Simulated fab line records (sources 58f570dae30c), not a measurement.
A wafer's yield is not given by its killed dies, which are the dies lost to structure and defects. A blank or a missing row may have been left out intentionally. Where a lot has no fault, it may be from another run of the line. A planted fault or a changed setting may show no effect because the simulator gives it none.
Shared-tool check || flow berkeley_cmos170 || 14 lots and 42 wafers in the sample

## WHY IT WAS OPENED
Of 14 lots, 2 have the reading ACTIVE_NITRIDE_THK flagged at UCB170_ACTIVE_THK_MEAS_06. Wafers without a fault read 219.8 nm, standard deviation 1.7.
Rule: flag the lot when none of its wafers has a number, or when each of its wafers that has one lies beyond 4 standard deviations from that mean. As for the other lots, they are considered sound.

{"lot": "L919", "measured": "day 4 21:26", "on": "film_metro-01", "ACTIVE_NITRIDE_THK (nm), wafer by wafer": "219.4 216.8 218.5", "flag": ""}
{"lot": "L920", "measured": "day 4 21:26", "on": "film_metro-02", "ACTIVE_NITRIDE_THK (nm), wafer by wafer": "218.2 218.9 218.9", "flag": ""}
{"lot": "L921", "measured": "day 4 21:27", "on": "film_metro-03", "ACTIVE_NITRIDE_THK (nm), wafer by wafer": "219.7 220.2 219.1", "flag": ""}
{"lot": "L922", "measured": "day 5 06:26", "on": "film_metro-01", "ACTIVE_NITRIDE_THK (nm), wafer by wafer": "219.5 222.0 219.8", "flag": ""}
{"lot": "L926", "measured": "day 5 17:09", "on": "film_metro-03", "ACTIVE_NITRIDE_THK (nm), wafer by wafer": "218.2 219.5 217.5", "flag": ""}
{"lot": "L925", "measured": "day 5 17:10", "on": "film_metro-01", "ACTIVE_NITRIDE_THK (nm), wafer by wafer": "218.1 218.4 219.4", "flag": ""}
{"lot": "L924", "measured": "day 5 17:13", "on": "film_metro-03", "ACTIVE_NITRIDE_THK (nm), wafer by wafer": "221.8 219.0 218.7", "flag": ""}
{"lot": "L928", "measured": "day 6 12:19", "on": "film_metro-02", "ACTIVE_NITRIDE_THK (nm), wafer by wafer": "218.0 219.7 219.6", "flag": ""}
{"lot": "L927", "measured": "day 6 12:20", "on": "film_metro-03", "ACTIVE_NITRIDE_THK (nm), wafer by wafer": "219.5 217.0 217.3", "flag": ""}
{"lot": "L931", "measured": "day 7 05:28", "on": "film_metro-02", "ACTIVE_NITRIDE_THK (nm), wafer by wafer": "220.1 220.8 220.8", "flag": ""}
{"lot": "L930", "measured": "day 7 07:33", "on": "film_metro-01", "ACTIVE_NITRIDE_THK (nm), wafer by wafer": "436.4 437.6 438.7", "flag": "FLAGGED"}
{"lot": "L932", "measured": "day 7 19:13", "on": "film_metro-01", "ACTIVE_NITRIDE_THK (nm), wafer by wafer": "221.0 220.9 221.1", "flag": ""}
{"lot": "L942", "measured": "day 9 11:11", "on": "film_metro-03", "ACTIVE_NITRIDE_THK (nm), wafer by wafer": "221.4 219.4 221.1", "flag": ""}
{"lot": "L941", "measured": "day 9 13:15", "on": "film_metro-03", "ACTIVE_NITRIDE_THK (nm), wafer by wafer": "437.2 436.9 438.9", "flag": "FLAGGED"}
Averaged over the flagged lots the numbers come to 437.6 nm, +217.8 nm from the usual (+99 or more standard deviations).

## WHICH TOOL EACH LOT WENT THROUGH
The record keeps 1 process step preceding the reading, out of 331 steps on the route. Cell contents, in order: the tool; ch with the chambers the sampled wafers went through; the start.
{"lot": "L919", "flag": "", "UCB170_ACTIVE_CVD_05": "lpcvd-02 ch 1, day 4 19:31"}
{"lot": "L920", "flag": "", "UCB170_ACTIVE_CVD_05": "lpcvd-02 ch 0, day 4 19:31"}
{"lot": "L921", "flag": "", "UCB170_ACTIVE_CVD_05": "lpcvd-02 ch 1, day 4 19:31"}
{"lot": "L922", "flag": "", "UCB170_ACTIVE_CVD_05": "lpcvd-01 ch 0, day 5 04:31"}
{"lot": "L926", "flag": "", "UCB170_ACTIVE_CVD_05": "lpcvd-02 ch 0, day 5 15:11"}
{"lot": "L925", "flag": "", "UCB170_ACTIVE_CVD_05": "lpcvd-02 ch 0, day 5 15:11"}
{"lot": "L924", "flag": "", "UCB170_ACTIVE_CVD_05": "lpcvd-02 ch 0, day 5 15:11"}
{"lot": "L928", "flag": "", "UCB170_ACTIVE_CVD_05": "lpcvd-01 ch 1, day 6 10:23"}
{"lot": "L927", "flag": "", "UCB170_ACTIVE_CVD_05": "lpcvd-01 ch 0, day 6 10:23"}
{"lot": "L931", "flag": "", "UCB170_ACTIVE_CVD_05": "lpcvd-01 ch 1, day 7 03:32"}
{"lot": "L930", "flag": "FLAGGED", "UCB170_ACTIVE_CVD_05": "lpcvd-01 ch 1, day 7 03:32"}
{"lot": "L932", "flag": "", "UCB170_ACTIVE_CVD_05": "lpcvd-02 ch 0, day 7 17:16"}
{"lot": "L942", "flag": "", "UCB170_ACTIVE_CVD_05": "lpcvd-01 ch 1, day 9 09:15"}
{"lot": "L941", "flag": "FLAGGED", "UCB170_ACTIVE_CVD_05": "lpcvd-01 ch 0, day 9 09:15"}
These steps, and what they do:
- UCB170_ACTIVE_CVD_05: deposits Si3N4 from SiH2Cl2/NH3, target thk 220 nm, time 3300 s.
- UCB170_ACTIVE_THK_MEAS_06

## FLAGGED AGAINST TOTAL, ONE TOOL AT A TIME (gauges that did the reading follow at the end)
{"step": "UCB170_ACTIVE_CVD_05", "tool": "lpcvd-01", "lots run": 7, "flagged": 2, "share of the flagged lots": "all", "sound lots run after its first flagged lot": "1 (L942)"}
{"step": "UCB170_ACTIVE_CVD_05", "tool": "lpcvd-02", "lots run": 7, "flagged": 0, "share of the flagged lots": "none", "sound lots run after its first flagged lot": "-"}
{"step": "UCB170_ACTIVE_THK_MEAS_06", "tool": "film_metro-01", "lots run": 5, "flagged": 1, "share of the flagged lots": "some", "sound lots run after its first flagged lot": "1 (L932)"}
{"step": "UCB170_ACTIVE_THK_MEAS_06", "tool": "film_metro-02", "lots run": 3, "flagged": 0, "share of the flagged lots": "none", "sound lots run after its first flagged lot": "-"}
{"step": "UCB170_ACTIVE_THK_MEAS_06", "tool": "film_metro-03", "lots run": 6, "flagged": 1, "share of the flagged lots": "some", "sound lots run after its first flagged lot": 0}

## THE TABLE: WHAT IT ALLOWS
All flagged lots share 1 row of the table, namely lpcvd-01 at UCB170_ACTIVE_CVD_05.
- lpcvd-01 at UCB170_ACTIVE_CVD_05 ran 7 lots, 2 of them flagged. Sound lots followed the first flagged one (L942) on it, something a lasting fault affecting the whole tool could not allow.
No row of the table ran every flagged lot and no sound lot after the first.

## WHAT THE SIMULATOR HAD PUT IN
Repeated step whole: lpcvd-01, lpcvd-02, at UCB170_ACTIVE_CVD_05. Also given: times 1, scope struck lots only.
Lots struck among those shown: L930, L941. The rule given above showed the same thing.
